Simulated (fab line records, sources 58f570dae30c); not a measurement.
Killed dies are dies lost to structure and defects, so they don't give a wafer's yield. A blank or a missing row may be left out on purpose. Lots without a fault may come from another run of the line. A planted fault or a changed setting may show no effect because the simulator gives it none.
Which tool did it? | flow berkeley_cmos170 | 14 lots, 42 wafers sampled, at 2 steps of a route of 331

WHAT THE GAUGES READ, wafer by wafer
UCB170_V1_CD_MEAS_90: target cd 700 nm.
lot  | measured     | on        | cd_nm (nm)
L521 | day 8 16:35  | cd_sem-01 | 699.6 700.6 698.4
L522 | day 8 19:16  | cd_sem-02 | 701.4 702.6 700.4
L523 | day 8 22:11  | cd_sem-02 | 700.1 701.0 699.4
L524 | day 9 00:19  | cd_sem-02 | 697.8 699.2 699.0
L526 | day 9 18:12  | cd_sem-02 | 698.8 700.8 699.2
L528 | day 9 21:34  | cd_sem-02 | 698.2 699.0 697.9
L525 | day 10 02:59 | cd_sem-01 | 699.6 699.4 699.5
L527 | day 10 03:13 | cd_sem-02 | 699.0 699.0 696.8
L529 | day 10 16:33 | cd_sem-01 | 696.1 697.1 697.2
L532 | day 11 09:25 | cd_sem-01 | 700.4 701.1 701.8
L540 | day 12 21:51 | cd_sem-01 | 700.3 701.2 700.6
L537 | day 13 00:25 | cd_sem-02 | 700.0 700.0 700.4
L541 | day 13 02:19 | cd_sem-01 | 700.3 700.9 701.7
L544 | day 13 13:08 | cd_sem-01 | 701.8 701.0 703.3

WHICH TOOL RAN EACH LOT (tool, then ch and the chambers of the sampled wafers, then the start)
lot  | UCB170_M1_STRIP_13
L521 | plasma_asher-04 ch 0,1, day 8 12:45
L522 | plasma_asher-02 ch 0,1, day 8 14:15
L523 | plasma_asher-04 ch 0,1, day 8 18:22
L524 | plasma_asher-02 ch 0,1, day 8 18:52
L526 | plasma_asher-04 ch 0,1, day 9 14:15
L528 | plasma_asher-04 ch 0,1, day 9 17:40
L525 | plasma_asher-02 ch 0,1, day 9 17:55
L527 | plasma_asher-01 ch 0,1, day 9 18:05
L529 | plasma_asher-02 ch 0,1, day 10 12:12
L532 | plasma_asher-01 ch 0,1, day 11 05:40
L540 | plasma_asher-02 ch 0,1, day 12 17:53
L537 | plasma_asher-04 ch 0,1, day 12 20:33
L541 | plasma_asher-02 ch 0,1, day 12 21:02
L544 | plasma_asher-01 ch 0,1, day 13 07:10
- UCB170_M1_STRIP_13: strips in O2.

WHAT THE TOOLS THEMSELVES READ (means of the sampled wafers that have a number; where no wafer has one, the mark that the record gives instead)
UCB170_M1_STRIP_13.
lot  | tool            | drypump_motor_current_A (A) | oes_product_au (a.u.)
L521 | plasma_asher-04 | 5.5                         | 0.719
L522 | plasma_asher-02 | 5.5                         | 0.721
L523 | plasma_asher-04 | 5.6                         | 0.717
L524 | plasma_asher-02 | 6.0                         | 0.725
L526 | plasma_asher-04 | 5.5                         | 0.719
L528 | plasma_asher-04 | 5.5                         | 0.714
L525 | plasma_asher-02 | 6.0                         | 0.725
L527 | plasma_asher-01 | 6.0                         | 0.718
L529 | plasma_asher-02 | 5.5                         | 0.721
L532 | plasma_asher-01 | 5.9                         | 0.726
L540 | plasma_asher-02 | 6.0                         | 0.723
L537 | plasma_asher-04 | 5.5                         | 0.721
L541 | plasma_asher-02 | 5.5                         | 0.724
L544 | plasma_asher-01 | 6.0                         | 0.715

THE ANSWER, worked out from the rows above alone
Rule: what is usual is taken from the lots themselves. Put in order of their means at a reading, lots are off if they are a third of the lots or fewer, leave a main group of 4 or more, and stand apart from it by a gap of 3 or more times the standard deviation of the main group's means; of several such gaps the widest counts. A main group whose means are all the same, to the digits that the tables above print for the reading, isn't used. A lot without any number at a reading at which 4 lots or more have one is off too. The other lots that the step has rows for count as sound. The gauges are gone through in route order, then the tools' own readings, and for those a lot's mean is taken as printed above. The first step at which some lot is off is used, and at that step the reading that is off furthest; a lot without a number counts as furthest.
No lot is off at any reading shown: from this, nothing can be told.

WHAT THE SIMULATOR HAD PUT IN
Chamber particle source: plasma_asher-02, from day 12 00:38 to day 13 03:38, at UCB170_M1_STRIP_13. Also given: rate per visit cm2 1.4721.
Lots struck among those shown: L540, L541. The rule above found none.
